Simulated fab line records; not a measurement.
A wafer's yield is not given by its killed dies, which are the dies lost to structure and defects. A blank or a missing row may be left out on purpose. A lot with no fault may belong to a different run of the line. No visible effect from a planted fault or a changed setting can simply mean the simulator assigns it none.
One fault seen from 2 desks | flow rit-cmos | each desk holds nothing but its own numbers, with what lay behind them at the end

AT THE TOOL OWNER'S DESK: pecvd-02
The tool's own readings at RIT_CONTACT_CVD_00 (deposits SiO2 from TEOS, target thk 400 nm, time 61 s): means of the sampled wafers that have a number, for each lot that ran on this tool. A lot is out of limits, marked OUT, if its mean lies more than 4 standard deviations from the usual mean; the brackets give that distance.
Columns: A = heater-power-w at RIT_CONTACT_CVD_00, usual 328 W
lot  | first seen here | A
L210 | day 3 01:47     | 331
L213 | day 3 18:13     | 323
L216 | day 4 07:44     | 330
L219 | day 4 23:56     | 315
L222 | day 5 15:12     | 338
This desk found nothing out of limits on any of the 5 lots.

FROM THE METROLOGY DESK
Lot by lot, what the gauges showed, no matter which tool ran the lot: averages of those sampled wafers that carry a number. A lot is out of limits, marked OUT, if its mean lies more than 4 standard deviations from the usual mean; the brackets give that distance.
Columns: A = CONTACT_TEOS_THK at RIT_CONTACT_THK_MEAS_01, usual 400 nm
lot  | first seen here | A
L210 | day 3 01:51     | 404
L211 | day 3 06:55     | 405
L212 | day 3 13:22     | 400
L213 | day 3 18:16     | 405
L214 | day 4 00:02     | 394
L216 | day 4 07:47     | 402
L217 | day 4 14:15     | 406
L219 | day 4 23:59     | 279 (-26) OUT
L222 | day 5 15:16     | 281 (-26) OUT
L227 | day 6 15:58     | 399
L229 | day 7 07:22     | 399
L230 | day 7 12:41     | 399
L232 | day 7 17:49     | 396
L233 | day 8 00:08     | 402
Per this desk, out of limits: L219, L222; the first was L219, day 4 23:59 (CONTACT_TEOS_THK at RIT_CONTACT_THK_MEAS_01). In limits: L210, L211, L212, L213, L214, L216, L217, L227, L229, L230, L232, L233.

BROUGHT TOGETHER
L219, L222 would have let the metrology desk raise an alarm at day 4 23:59.
Nothing out of limits was seen by the tool owner's desk.
On record at the tool owner's desk: L219, L222, within its limits.
Of the lots named, all ran RIT_CONTACT_CVD_00 on pecvd-02.

WHAT HAD BEEN PUT IN BY THE SIMULATOR
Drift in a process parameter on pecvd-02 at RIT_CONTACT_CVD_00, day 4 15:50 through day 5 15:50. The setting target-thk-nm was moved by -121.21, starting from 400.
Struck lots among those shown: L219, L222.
Delay in hours, fault start to first out-of-limits reading, per desk: metrology desk 8.
